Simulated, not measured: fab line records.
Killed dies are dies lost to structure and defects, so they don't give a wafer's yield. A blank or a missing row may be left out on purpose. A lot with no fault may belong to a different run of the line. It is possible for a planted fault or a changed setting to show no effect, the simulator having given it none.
A single fault, viewed from 2 desks -- flow berkeley_cmos170 -- each desk holds nothing but its own numbers, with what lay behind them at the end

METROLOGY DESK
What the gauges read for every lot (on any tool): the sampled wafers with a number, averaged. Marked OUT: a lot whose mean sits more than 4 standard deviations from the usual mean, which makes it out of limits; the brackets give that distance.
Columns: A = cd_nm at UCB170_PSD_CD_MEAS_06, usual 1200.0 nm; B = cd_nm at UCB170_CONTACT_CD_MEAS_15, usual 699.9 nm
lot,first seen here,A,B
L646,day 6 20:50,1199.3,700.9
L647,day 6 20:57,1199.3,702.0
L648,day 7 11:08,1200.0,702.6
L649,day 7 15:00,1199.3,697.3
L653,day 7 20:04,1202.5,698.6
L652,day 7 20:32,1198.1,698.8
L654,day 8 18:04,1200.0,700.9
L656,day 8 18:17,1200.7,707.1
L664,day 10 07:20,1199.6,699.2
L666,day 10 11:15,1201.7,701.1
L665,day 10 11:30,1198.5,700.8
L668,day 10 22:31,1200.6,701.2
L669,day 10 22:41,1200.3,701.9
Finding of this desk: none of the 13 lots has anything out of limits.

THE TOOL OWNER'S DESK: litho_track-03
UCB170_CONTACT_PEB_13, tool's own readings: per-lot mean of the sampled wafers with a number, covering each lot this tool ran. Marked OUT: a lot whose mean sits more than 4 standard deviations from the usual mean, which makes it out of limits; the brackets give that distance.
Columns: A = plate_temp_C at UCB170_CONTACT_PEB_13, usual 129.99 C
lot,first seen here,A
L646,day 7 08:56,130.10
L648,day 7 21:09,130.28
L652,day 8 05:29,129.83
L656,day 9 04:46,129.90
Finding of this desk: none of the 4 lots has anything out of limits.

ALL TOGETHER
Nothing out of limits was seen by the metrology desk.
The tool owner's desk saw nothing out of limits.

WHAT THE SIMULATOR HAD INSERTED
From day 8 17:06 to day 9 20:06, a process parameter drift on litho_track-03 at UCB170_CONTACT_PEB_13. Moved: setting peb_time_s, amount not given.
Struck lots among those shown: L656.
